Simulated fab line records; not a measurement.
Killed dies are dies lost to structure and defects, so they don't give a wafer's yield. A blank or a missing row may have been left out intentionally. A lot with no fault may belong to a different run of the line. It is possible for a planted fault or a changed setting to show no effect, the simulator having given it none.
A lot that was struck, set against a sound lot :: flow rit_cmos :: 45 out of 202 route steps
Sound: these wafers, L750.1, L750.2, L750.4. Wafers L759.3, L759.4, L759.5 were the ones struck. The cause comes at the end.
Order at every step that has rows: each side's tool, ch and its chambers, its first start. Under that, the readings that differ: sound wafers :: struck wafers :: difference of the means :: sigmas: that difference in standard deviations of wafers without a fault.
alike: words and numbers the same on both sides, and readings whose means are apart by under 2 such deviations; not compared: readings that were withheld, readings missing a value for some wafer, numbers with overlapping values and no deviation given by the record, and bounds like >300 which may hide the same value.
The two part at a step that has a row with sigmas, a row that says differs or no value, or rows on one side only. Numbers that have no deviation but don't overlap get no sigmas and don't part them. A reading missing from all wafers of one side parts the sides only when that side holds two or more wafers.

first, 1 step without rows for these wafers: RIT_ACTIVE_DEVELOP_10 (develop time 51.44 s).
RIT_ACTIVE_CD_MEAS_11: target cd 1400 nm.
  struck on cd_sem-02, day 5 03:36; sound on cd_sem-01, day 3 06:49
  alike: cd_nm
then, 1 step without rows for these wafers: RIT_ACTIVE_HARDBAKE_12 (time 60 s).
RIT_ACTIVE_ETCH_13: etches Si3N4 in SF6, stops on SiO2, time 210 s, target depth 210 nm.
  sound on rie_diel-02 ch 0,1,3, day 3 07:12; struck on rie_diel-02 ch 0,3, day 5 03:50
  alike: drypump_motor_current_A, oes_product_au, throttle_valve_pct
  not compared: rf_hours_counter_h
RIT_ACTIVE_STRIP_14: strips in O2, time 180 s.
  sound on plasma_asher-04 ch 0,1, day 3 07:20; struck on plasma_asher-02 ch 0,1, day 5 04:02
  alike: drypump_motor_current_A, o2_flow_sccm, rf_refl_power_W
  not compared: rf_hours_counter_h
RIT_ACTIVE_CD_MEAS_90: target cd 1400 nm.
  struck on cd_sem-02, day 5 04:11; sound on cd_sem-01, day 3 07:31
  alike: cd_nm
then, 4 steps without rows for these wafers: RIT_ACTIVE_CLEAN_15 (cleans in SC1, time 600 s); RIT_ACTIVE_CLEAN_16 (cleans in dHF, time 30 s); RIT_ACTIVE_CLEAN_17 (cleans in SC2, time 600 s); RIT_FOX1_OXIDATION_00 (target thk 350.7 nm, ox time 1130 s).
RIT_FOX1_THK_MEAS_01:
  struck on film_metro-01, day 5 05:58; sound on film_metro-04, day 3 09:26
  alike: FOX1_OXIDE_THK
then, 1 step without rows for these wafers: RIT_FOX1_WET_ETCH_02 (etches SiO2 in BOE, target depth 350 nm, time 390 s).
RIT_FOX2_OXIDATION_00: target thk 350.7 nm, ox time 1130 s.
  sound on furnace-03 ch 0, day 3 09:37; struck on furnace-01 ch 0, day 5 06:07
reading: spike_tc_centre_C (C)
sound: 1101.5 1102.3 1100.9
struck: 1154.3 1152.7 1156.5
difference: +52.9
sigmas: +31

reading: spike_tc_load_C (C)
sound: 1125.0 1127.2 1125.5
struck: 1179.5 1178.6 1179.0
difference: +53.1
sigmas: +48

reading: spike_tc_source_C (C)
sound: 1125.0 1126.9 1126.1
struck: 1177.8 1177.7 1180.1
difference: +52.5
sigmas: +40

reading: tube_center_temp_C (C)
sound: 1100 1099.9 1100
struck: 1150.7 1150.7 1150.7
difference: +50.7
sigmas: +99 or more

reading: tube_center_temp_C_max
sound: 1102.4 1102.8 1102.5
struck: 1153.5 1153.2 1153.0
difference: +50.7
sigmas: +99 or more

reading: model.SiO2_of_FOX2_OXIDATION_00.thk_nm (nm)
sound: 340 340.6 344.5
struck: 426.5 425.7 428.7
difference: +85.3
sigmas: 
RIT_FOX2_THK_MEAS_01:
  struck on film_metro-04, day 5 07:27; sound on film_metro-03, day 3 10:56
reading: FOX2_OXIDE_THK (nm)
sound: 340 341 345
struck: 427 426 429
difference: +85
sigmas: +13
then, 2 steps without rows for these wafers: RIT_FOX2_CLEAN_02 (cleans in dHF, time 171.4 s); RIT_FOX2_WET_ETCH_03 (etches Si3N4 in H3PO4, target depth 195 nm, time 2700 s).
RIT_FOX2_THK_MEAS_90:
  struck on film_metro-04, day 5 08:20; sound on film_metro-01, day 3 11:49
reading: FIELD_OXIDE_LEFT_1_THK (nm)
sound: 314 314 318
struck: 400 399 402
difference: +85
sigmas: +13
then, 6 steps without rows for these wafers: RIT_NWELL_HMDS_00 (prime time 62.67 s); RIT_NWELL_COAT_01 (resist thk 1300 nm); RIT_NWELL_SOFTBAKE_02 (time 60 s); RIT_NWELL_EXPOSE_03 (exposes mask M2, target cd 43900 nm); RIT_NWELL_PEB_04; RIT_NWELL_DEVELOP_05 (develop time 68 s).
RIT_NWELL_OVL_MEAS_06:
  struck on overlay-02, day 5 09:16; sound on overlay-01, day 3 12:52
  alike: NWELL_OVL
then, 2 steps without rows for these wafers: RIT_NWELL_HARDBAKE_07 (time 120 s); RIT_NWELL_IMPLANT_08.
RIT_NWELL_STRIP_09: strips in O2, time 180 s.
  sound on plasma_asher-01 ch 0,1, day 3 13:20; struck on plasma_asher-04 ch 0,1, day 5 09:45
reading: rf_refl_power_W (W)
sound: 7.1 9.1 9.1
struck: 7.8 6.5 6.5
difference: -1.5
sigmas: -2
  alike: drypump_motor_current_A, o2_flow_sccm
  not compared: rf_hours_counter_h
RIT_NWELL_TW_MEAS_10:
  struck on film_metro-02, day 5 09:53; sound on film_metro-04, day 3 13:31
  alike: NWELL_TW
then, 6 steps without rows for these wafers: RIT_PWELL_HMDS_00 (prime time 60 s); RIT_PWELL_COAT_01 (resist thk 1300 nm); RIT_PWELL_SOFTBAKE_02 (time 60 s); RIT_PWELL_EXPOSE_03 (exposes mask M3, target cd 43700 nm); RIT_PWELL_PEB_04; RIT_PWELL_DEVELOP_05 (develop time 68 s).
RIT_PWELL_OVL_MEAS_06:
  struck on overlay-02, day 5 10:49; sound on overlay-01, day 3 14:27
  alike: PWELL_OVL
then, 2 steps without rows for these wafers: RIT_PWELL_HARDBAKE_07 (time 120 s); RIT_PWELL_IMPLANT_08.
RIT_PWELL_STRIP_09: strips in O2, time 180 s.
  sound on plasma_asher-03 ch 0,1, day 3 14:53; struck on plasma_asher-04 ch 0,1, day 5 11:23
  alike: drypump_motor_current_A, o2_flow_sccm, rf_refl_power_W
  not compared: rf_hours_counter_h
RIT_PWELL_TW_MEAS_10:
  struck on film_metro-02, day 5 11:31; sound on film_metro-04, day 3 15:04
  alike: PWELL_TW
then, 1 step without rows for these wafers: RIT_WELLDRIVE_ANNEAL_00 (time 14700 s).
RIT_WELLDRIVE_RS_MEAS_01: a four-point-probe measurement.
  struck on film_metro-02, day 5 16:41; sound on film_metro-02, day 3 20:41
  alike: NWELL_RS
RIT_WELLDRIVE_RS_MEAS_02: a four-point-probe measurement.
  struck on film_metro-02, day 5 16:48; sound on film_metro-02, day 3 20:48
  alike: PWELL_RS
RIT_FOX2_THK_MEAS_91:
  struck on film_metro-01, day 5 20:40; sound on film_metro-01, day 4 00:35
reading: FIELD_OXIDE_LEFT_2_THK (nm)
sound: 246 246 250
struck: 331 330 333
difference: +84
sigmas: +13
RIT_SILICIDE_WET_ETCH_00: etches SiO2 in BOE, target depth 14 nm, time 15 s.
  sound on wet_bench-02 ch 3, day 4 18:51; struck on wet_bench-04 ch 1, day 6 14:55
reading: model.SiO2_of_FOX2_OXIDATION_00.thk_nm (nm)
sound: 141.4 141.1 143.9
struck: 226.5 224.8 227.6
difference: +84.2
sigmas: 
RIT_M1_PROBE_99:
  struck on prober-01, day 6 23:59; sound on prober-02, day 5 02:26
reading: model.etest.nldd.width_nm (nm)
sound: 3204 3191 3195
struck: 3066 3083 3073
difference: -123
sigmas: 

reading: model.etest.pldd.width_nm (nm)
sound: 3192 3187 3195
struck: 3052 3073 3051
difference: -133
sigmas: 

reading: model.etest.nplus_sal.width_nm (nm)
sound: 3482 3460 3493
struck: 3385 3406 3416
difference: -76
sigmas: 

reading: model.etest.pplus_sal.width_nm (nm)
sound: 3452 3447 3476
struck: 3393 3396 3415
difference: -57
sigmas: 

reading: model.etest.pwell.rs_ohm_sq
sound: 411.3 410.9 407.7
struck: 448.4 444.7 445.7
difference: +36.3
sigmas: 

reading: model.etest.nmos_narrow.drive_ua_um
sound: 233.4 225.3 226.2
struck: 204.2 207.1 200.1
difference: -24.5
sigmas: 

reading: model.etest.pmos_narrow.drive_ua_um
sound: 106.2 103.9 103.5
struck: 91.05 91.6 90.36
difference: -13.53
sigmas: 

reading: model.etest.field_n.vt_v (V)
sound: 33.75 33.77 34.32
struck: 44.16 44.18 44.45
difference: +10.32
sigmas: 
  alike: killed_at_M0_to_M3, killed_at_contacts, killed_at_front_end, killed_dies, killed_open, killed_short

== WHERE THEY PART ==
Last at RIT_FOX2_THK_MEAS_91 as far as this record goes, first at RIT_FOX2_OXIDATION_00. Later steps at which nothing parts them and some readings are alike: RIT_M1_PROBE_99.

WHY: the cause the simulator had injected
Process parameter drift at RIT_FOX2_OXIDATION_00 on furnace-01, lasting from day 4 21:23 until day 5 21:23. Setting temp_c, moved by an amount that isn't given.
